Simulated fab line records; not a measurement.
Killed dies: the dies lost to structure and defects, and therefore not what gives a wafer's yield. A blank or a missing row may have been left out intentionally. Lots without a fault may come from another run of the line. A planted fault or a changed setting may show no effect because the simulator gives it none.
Struck lot and sound lot, side by side :: flow rit cmos :: 20 out of 202 route steps
Sound: the wafers L586.1, L586.3, L586.4. The struck wafers were L604.3, L604.5, L604.6. The cause comes at the end.
Each step with rows lists, per side, the tool, then ch with its chambers, then its first start. Under that, the readings that differ: sound wafers :: struck wafers :: difference of the means :: sigmas: that difference in standard deviations of wafers without a fault.
alike: readings with means less than 2 such deviations apart, plus words and numbers identical on both sides. not compared: withheld readings, readings lacking a value on some wafer, bounds such as >300 that could conceal the same value, and numbers that have no deviation in the record and whose values overlap.
Wherever a step has rows on one side only, a row that says differs or no value, or a row with sigmas, the two part there. Numbers that have no deviation but don't overlap get no sigmas and don't part them. Lack of a reading on every wafer of one side parts them only where that side has two or more wafers.

first, 2 steps without rows for these wafers: RIT_NWELL_HARDBAKE_07 (time 120 s); RIT_NWELL_IMPLANT_08.
RIT_NWELL_STRIP_09: strips in O2, time 180 s.
  sound on plasma asher-02 ch 0,1, day 2 09:16; struck on plasma asher-02 ch 0,1, day 6 04:56
  alike: drypump motor current A, rf refl power W
  not compared: rf hours counter h
RIT_NWELL_TW_MEAS_10:
  sound on film metro-02 at day 2 09:26; struck on film metro-03 at day 6 05:04
  alike: NWELL_TW
then, 6 steps without rows for these wafers: RIT_PWELL_HMDS_00 (prime time 60 s); RIT_PWELL_COAT_01 (resist thk 1286 nm); RIT_PWELL_SOFTBAKE_02 (time 60 s); RIT_PWELL_EXPOSE_03 (exposes mask M3, target cd 43700 nm); RIT_PWELL_PEB_04; RIT_PWELL_DEVELOP_05 (develop time 68 s).
RIT_PWELL_OVL_MEAS_06:
  sound on overlay-01 at day 2 10:23; struck on overlay-01 at day 6 06:08
  alike: PWELL_OVL
then, 1 step without rows for these wafers: RIT_PWELL_HARDBAKE_07 (time 120 s).
RIT_PWELL_IMPLANT_08:
  sound on implanter-01 ch 0, day 2 10:40; struck on implanter-04 ch 0, day 6 06:27
  alike: dose ions cm2
RIT_PWELL_STRIP_09: strips in O2, time 180 s.
  sound on plasma asher-01 ch 0,1, day 2 10:49; struck on plasma asher-01 ch 0,1, day 6 06:37
  alike: drypump motor current A, rf refl power W
  not compared: rf hours counter h
RIT_PWELL_TW_MEAS_10:
  sound on film metro-02 at day 2 10:59; struck on film metro-02 at day 6 06:45
reading: PWELL_TW
sound: 949 950 951
struck: 927 925 922
difference: -25
sigmas: -3
then, 1 step without rows for these wafers: RIT_WELLDRIVE_ANNEAL_00 (time 14700 s).
RIT_WELLDRIVE_RS_MEAS_01: the measuring method here is four-point-probe.
  sound on film metro-02 at day 2 16:08; struck on film metro-02 at day 6 13:06
  alike: NWELL_RS
RIT_WELLDRIVE_RS_MEAS_02: the measuring method here is four-point-probe.
  sound on film metro-02 at day 2 16:15; struck on film metro-02 at day 6 13:13
reading: PWELL_RS (ohm/sq)
sound: 427.2 426.4 425.3
struck: 460.3 458.0 460.8
difference: +33.4
sigmas: +28
then, 1 step without rows for these wafers: RIT_NRETRO_HMDS_00 (prime time 60 s).
RIT_M1_PROBE_99:
  sound on prober-02 at day 4 01:13; struck on prober-02 at day 7 17:52
reading: model.etest.nmos_0p3.r on ohm um
sound: 2172 2132 2150
struck: 2076 2104 2078
difference: -65
sigmas: 

reading: model.etest.pwell pinched.rs ohm sq range
sound: 10.93 11.69 14.85
struck: 62.42 70.31 69.95
difference: +55.07
sigmas: 

reading: model.etest.pwell pinched.rs ohm sq
sound: 453.5 447.3 454.1
struck: 497.1 499 501.2
difference: +47.5
sigmas: 

reading: model.etest.nmos_0p15.drive ua um range
sound: 13.58 12.14 11.92
struck: 46.04 47.53 45.71
difference: +33.88
sigmas: 

reading: model.etest.pwell.rs ohm sq
sound: 409.7 408.6 410.4
struck: 444.4 445.5 453.2
difference: +38.1
sigmas: 

reading: model.etest.pwell pinched.rs ohm sq rim less centre
sound: 4.858 6.194 -2.998
struck: -25.68 -38.41 -26.27
difference: -32.80
sigmas: 

reading: model.etest.nmos turned.drive ua um
sound: 334.3 321.2 331.9
struck: 366.9 357.6 359.7
difference: +32.3
sigmas: 

reading: model.etest.nmos_0p15.drive ua um
sound: 463.2 454.2 461
struck: 511.5 505.4 502.7
difference: +47.1
sigmas: 
  alike: killed_at_M0_to_M3, killed at contacts, killed at front end, killed dies, killed open, killed short

== WHERE THEY PART ==
At RIT_PWELL_TW_MEAS_10 first; at RIT_WELLDRIVE_RS_MEAS_02 last (within this record only). Later steps at which nothing parts them and some readings are alike: RIT_M1_PROBE_99.

WHY: whatever the simulator had introduced
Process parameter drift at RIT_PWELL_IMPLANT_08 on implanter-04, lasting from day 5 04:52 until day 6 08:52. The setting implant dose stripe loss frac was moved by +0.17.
